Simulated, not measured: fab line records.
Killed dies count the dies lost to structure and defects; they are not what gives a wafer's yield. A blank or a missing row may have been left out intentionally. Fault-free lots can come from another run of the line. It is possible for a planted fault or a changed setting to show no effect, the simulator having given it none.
Split-lot trial	flow ritCmos	route with 202 steps; 5 lots, 27 wafers read

SPLIT DETAILS
At RIT_CONTACT_CVD_00 (deposits SiO2 from TEOS, target thk 400 nm, time 61 s), the setting timeS was moved away from the recipe's 61 s on 12 of the 27 wafers read, by -50.2% to +59.1%. For the rest of the wafers, this setting stayed at what the recipe calls for.

The file shows no step between the split and the reading.

THE READING
CONTACT_TEOS_THK, in nm, at RIT_CONTACT_THK_MEAS_01. A value of 400 nm with a standard deviation of 5.4 nm is what fault-free wafers of this fab line usually give.

wafer	tool, chamber at the split	timeS as run, s	against the recipe	CONTACT_TEOS_THK, nm	against lot-mates on the recipe
L075.1	pecvd-03, 1	61	recipe	394	-
L075.3	pecvd-03, 1	61	recipe	399	-
L075.4	pecvd-03, 0	61	recipe	396	-
L076.1	pecvd-04, 1	30.4	-50.2%	195	-206
L076.2	pecvd-04, 2	30.4	-50.2%	203	-198
L076.3	pecvd-04, 0	61	recipe	392	-
L076.4	pecvd-04, 1	61	recipe	405	-
L076.5	pecvd-04, 0	30.4	-50.2%	197	-204
L076.6	pecvd-04, 2	61	recipe	406	-
L077.1	pecvd-01, 2	61	recipe	389	-
L077.2	pecvd-01, 0	43.87	-28.1%	287	-108
L077.3	pecvd-01, 1	61	recipe	394	-
L077.4	pecvd-01, 0	43.87	-28.1%	295	-100
L077.5	pecvd-01, 1	43.87	-28.1%	282	-113
L077.6	pecvd-01, 2	61	recipe	402	-
L080.1	pecvd-01, 2	61	recipe	398	-
L080.2	pecvd-01, 1	97.07	+59.1%	629	+229
L080.3	pecvd-01, 0	61	recipe	397	-
L080.4	pecvd-01, 0	61	recipe	405	-
L080.5	pecvd-01, 1	97.07	+59.1%	636	+236
L080.6	pecvd-01, 2	97.07	+59.1%	640	+240
L083.1	pecvd-01, 2	61	recipe	397	-
L083.2	pecvd-01, 1	49.95	-18.1%	324	-78
L083.3	pecvd-01, 0	61	recipe	404	-
L083.4	pecvd-01, 1	49.95	-18.1%	329	-73
L083.5	pecvd-01, 0	61	recipe	404	-
L083.6	pecvd-01, 2	49.95	-18.1%	330	-72

THE FIT
A straight line over all 27 wafers: CONTACT_TEOS_THK changes by +3.99 nm for each +1% of timeS; r = +1.00; the points scatter about the line by 4.9 nm.
The same after taking each lot's own level away (the mean of its wafers on the recipe; 27 wafers): +3.98 nm for each +1%; r = +1.00; scatter 4.9 nm.
The reading moves by 2.4e+02 nm for the largest change in timeS, on that fit.
From 395.0 to 401.7 nm: that is the span of the lots' own levels, equal to 1.2 times the standard deviation above.
So the lot-to-lot level changes the slope little: the two slopes agree.
Check: for one of the wafers moved furthest among these (+59.1%), held out of the fit, the line's prediction against its lot-mates is +237 nm. Against them it came out at +229 nm.

FURTHER SPLITS ON THESE WAFERS
Other splits were also applied to these wafers ahead of the reading. Each is held against what the fit with the lots' levels taken away leaves over:
other split on the same wafers	wafers away from the commonest value	r with CONTACT_TEOS_THK (lot level and that fit taken away)
RIT_ACTIVE_DEVELOP_10 developTimeS	12	+0.08
RIT_FOX2_WET_ETCH_03 timeS	12	-0.08
RIT_GATE_DEVELOP_15 developTimeS	9	+0.09
RIT_SDANNEAL_RTA_03 timeS	12	-0.07

THE WHOLE CHAIN: every reading that the file lists as answering this split, in the file's order
step	what it does	reading	change (the file's fit)	r (the file's)
RIT_CONTACT_CVD_00	deposits SiO2 from TEOS, target thk 400 nm, time 61 s	SiO2_of_CONTACT_CVD_00.thkNm (the simulator's own value, which no gauge read)	+3.99 nm for each +1% of the setting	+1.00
RIT_CONTACT_THK_MEAS_01		CONTACT_TEOS_THK	+3.99 for each +1% of the setting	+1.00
RIT_CONTACT_ETCH_11	etches SiO2 in CHF3/CF4/Ar, stops on TiSi2, target depth 480 nm, time 320 s	CONTACT.featureDepthNm (the simulator's own value, which no gauge read)	+2.67 nm for each +1% of the setting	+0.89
RIT_CONTACT_ETCH_11	etches SiO2 in CHF3/CF4/Ar, stops on TiSi2, target depth 480 nm, time 320 s	etch.depthNm (the simulator's own value, which no gauge read)	+2.67 nm for each +1% of the setting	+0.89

THE FILE'S OWN FIT
CONTACT_TEOS_THK changes by +3.99 nm for each +1% of timeS, r = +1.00.
